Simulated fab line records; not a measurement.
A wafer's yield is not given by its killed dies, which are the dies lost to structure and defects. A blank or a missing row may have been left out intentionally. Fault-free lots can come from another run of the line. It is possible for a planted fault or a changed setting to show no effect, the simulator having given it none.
A lot that was struck, set against a sound lot	flow berkeleyCmos170	14 steps out of a route of 331
Sound: the wafers L967.1, L967.3, L967.4. Struck: wafers L970.1, L970.5, L970.6. The cause is named last.
For every step that has rows: the tool of each side, followed by ch and its chambers, followed by its first start. Under that, the readings that differ: sound wafers	struck wafers	difference of the means	sigmas: that difference in standard deviations of wafers without a fault.
alike: words and numbers the same on both sides, and readings whose means are apart by under 2 such deviations; not compared: readings that were withheld, readings missing a value for some wafer, numbers with overlapping values and no deviation given by the record, and bounds like >300 which may hide the same value.
Wherever a step has rows on one side only, a row that says differs or no value, or a row with sigmas, the two part there. Numbers that have no deviation but don't overlap get no sigmas and don't part them. Lack of a reading on every wafer of one side parts them only where that side has two or more wafers.

first, 2 steps without rows for these wafers: UCB170_NWELL_ANNEAL_03 (time 900 s); UCB170_NWELL_CVD_04 (deposits Si3N4 from SiH2Cl2/NH3, target thk 224 nm, time 3360 s).
UCB170_NWELL_THK_MEAS_05:
  sound on filmMetro-04, day 2 05:42; struck on filmMetro-02, day 2 22:30
  alike: NWELL_NITRIDE_THK
then, 6 steps without rows for these wafers: UCB170_NWELL_HMDS_06 (prime time 60 s); UCB170_NWELL_COAT_07 (resist thk 900 nm); UCB170_NWELL_SOFTBAKE_08 (time 60 s); UCB170_NWELL_EXPOSE_09 (exposes mask NWELL, target cd 3000 nm); UCB170_NWELL_PEB_10; UCB170_NWELL_DEVELOP_11 (develop time 45 s).
UCB170_NWELL_OVL_MEAS_12:
  sound on overlay-02, day 2 07:09; struck on overlay-02, day 2 23:34
  alike: NWELL_OVL
UCB170_NWELL_ETCH_13: etches Si3N4 in CH3F/Ar/O2, stops on SiO2, target depth 246.4 nm, time 154 s.
  sound on rieDiel-02 ch 1,2,3, day 2 07:11; struck on rieDiel-01 ch 0,1, day 2 23:37
  alike: drypumpMotorCurrentA, oesProductAu, throttleValvePct
  not compared: rfHoursCounterH
next, for these wafers, 1 step has no rows: UCB170_NWELL_IMPLANT_14.
UCB170_NWELL_STRIP_15: strips in O2.
  sound on plasmaAsher-03 ch 0,1, day 2 07:26; struck on plasmaAsher-03 ch 0,1, day 2 23:52
  no value came back on the struck wafers for chamberPressureMTorr (mTorr), drypumpMotorCurrentA (A), oesProductAu (a.u.), stripTimeToEndpointS (s); on the sound wafers chamberPressureMTorr (mTorr) reads 3496 3506 3504
reading	sound	struck	difference	sigmas
model.KrF_of_NWELL_COAT_07.thkNm (nm)	0 0 0	725 726.1 728.2	+726	
  not compared: rfHoursCounterH
UCB170_NWELL_TW_MEAS_16:
  sound on filmMetro-01, day 2 07:32; struck on filmMetro-02, day 2 23:58
reading	sound	struck	difference	sigmas
NWELL_TW	1233 1227 1234	1257 1255 1260	+26	+2

== WHERE THEY PART ==
At UCB170_NWELL_STRIP_15 first; at UCB170_NWELL_TW_MEAS_16 last (within this record only).

WHY: whatever the simulator had introduced
Skipped step whole: plasmaAsher-03, from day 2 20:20 on, at UCB170_NWELL_STRIP_15. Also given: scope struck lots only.
